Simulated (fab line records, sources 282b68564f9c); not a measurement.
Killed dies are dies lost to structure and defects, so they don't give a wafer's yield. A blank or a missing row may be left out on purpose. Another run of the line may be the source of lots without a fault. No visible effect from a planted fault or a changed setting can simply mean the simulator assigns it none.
Which of the tools did it? | flow rit cmos | Sampling: 14 lots, 42 wafers, 3 of 202 route steps

WHAT THE GAUGES READ, wafer by wafer
RIT_PSD_OVL_MEAS_06.
lot  | measured     | on         | PSD_OVL (nm)
L566 | day 3 02:02  | overlay-02 | 0.2 -0.5 -0.1
L568 | day 3 18:31  | overlay-01 | -1.7 -1.2 -1.3
L569 | day 4 00:52  | overlay-02 | -1.0 -2.4 -1.7
L570 | day 4 07:40  | overlay-02 | -0.3 0.7 -0.1
L572 | day 4 12:43  | overlay-02 | -0.6 -0.5 -0.5
L573 | day 4 19:42  | overlay-02 | 3.1 1.9 1.7
L574 | day 4 22:46  | overlay-01 | 0.1 0.0 0.1
L576 | day 5 13:53  | overlay-01 | -1.2 -1.0 -1.4
L577 | day 5 15:25  | overlay-01 | -2.8 -0.2 -2.3
L583 | day 6 20:20  | overlay-02 | 0.9 0.2 0.2
L585 | day 7 04:26  | overlay-02 | -0.5 -1.6 -0.9
L586 | day 7 10:38  | overlay-02 | -1.4 -2.0 -1.8
L587 | day 7 15:37  | overlay-02 | -3.0 -1.3 -1.0
L588 | day 19 08:48 | overlay-02 | -0.3 -0.1 1.6

RIT_M1_OVL_MEAS_10.
lot  | measured     | on         | M1_OVL (nm)
L566 | day 3 08:09  | overlay-01 | -0.2 -1.0 -0.1
L568 | day 4 00:29  | overlay-02 | 0.5 1.1 -0.2
L569 | day 4 06:54  | overlay-02 | 1.8 0.2 2.0
L570 | day 4 13:37  | overlay-02 | 0.7 0.1 1.4
L572 | day 4 18:46  | overlay-02 | -2.2 -2.8 -2.3
L573 | day 5 01:41  | overlay-02 | -1.1 -1.3 0.9
L574 | day 5 04:46  | overlay-01 | -2.4 -3.3 -1.8
L576 | day 5 20:11  | overlay-02 | -0.9 -0.7 -1.7
L577 | day 5 21:50  | overlay-01 | -1.2 -0.3 -1.4
L583 | day 7 02:19  | overlay-02 | -1.4 -1.9 -0.9
L585 | day 7 10:20  | overlay-01 | -0.5 -0.8 -0.6
L586 | day 7 16:44  | overlay-02 | -0.4 -0.9 0.5
L587 | day 7 21:40  | overlay-02 | 0.9 0.3 -0.1
L588 | day 19 15:17 | overlay-01 | 0.9 0.1 -0.2

WHAT TOOL EACH LOT RAN ON (gives the tool, then ch and the chambers of the sampled wafers, and finally the start)
lot  | RIT_M1_SPUTTER_00
L566 | pvd sputter-01, day 3 06:35
L568 | pvd sputter-03, day 3 22:51
L569 | pvd sputter-02, day 4 05:16
L570 | pvd sputter-02, day 4 12:00
L572 | pvd sputter-02, day 4 17:10
L573 | pvd sputter-01, day 5 00:12
L574 | pvd sputter-02, day 5 03:18
L576 | pvd sputter-03, day 5 18:42
L577 | pvd sputter-01, day 5 19:59
L583 | pvd sputter-03, day 7 00:42
L585 | pvd sputter-01, day 7 08:43
L586 | pvd sputter-01, day 7 15:07
L587 | pvd sputter-02, day 7 20:04
L588 | pvd sputter-02, day 19 13:43
- RIT_M1_SPUTTER_00: material Al, target thk 400 nm, time 500 s.

WHAT THE TOOLS THEMSELVES READ (means of the sampled wafers that have a number; where no wafer has one, the mark that the record gives instead)
RIT_M1_SPUTTER_00.
lot  | tool           | throttle valve pct (%)
L566 | pvd sputter-01 | 29.4
L568 | pvd sputter-03 | 29.2
L569 | pvd sputter-02 | 30.9
L570 | pvd sputter-02 | 29.7
L572 | pvd sputter-02 | 30.9
L573 | pvd sputter-01 | 29.5
L574 | pvd sputter-02 | 30.3
L576 | pvd sputter-03 | 29.1
L577 | pvd sputter-01 | 29.5
L583 | pvd sputter-03 | 29.8
L585 | pvd sputter-01 | 29.2
L586 | pvd sputter-01 | 30.0
L587 | pvd sputter-02 | 30.4
L588 | pvd sputter-02 | 30.7

THE ANSWER, worked out from the rows above alone
Rule: the usual values come from the lots themselves. Put in order of their means at a reading, lots are off if they are a third of the lots or fewer, leave a main group of 4 or more, and stand apart from it by a gap of 3 or more times the standard deviation of the main group's means; of several such gaps the widest counts. A main group is skipped when, at the precision printed for the reading in the tables above, its means are all equal. A lot without any number at a reading at which 4 lots or more have one is off too. Where the step has rows for the other lots, those lots are counted as sound. Order of review: gauges by route order, followed by the tools' own readings, for which a lot's mean as printed above is used. The first step at which some lot is off is used, and at that step the reading that is off furthest; a lot without a number counts as furthest.
No lot is off at any reading shown: from this, nothing can be told.

WHAT HAD BEEN PUT IN BY THE SIMULATOR
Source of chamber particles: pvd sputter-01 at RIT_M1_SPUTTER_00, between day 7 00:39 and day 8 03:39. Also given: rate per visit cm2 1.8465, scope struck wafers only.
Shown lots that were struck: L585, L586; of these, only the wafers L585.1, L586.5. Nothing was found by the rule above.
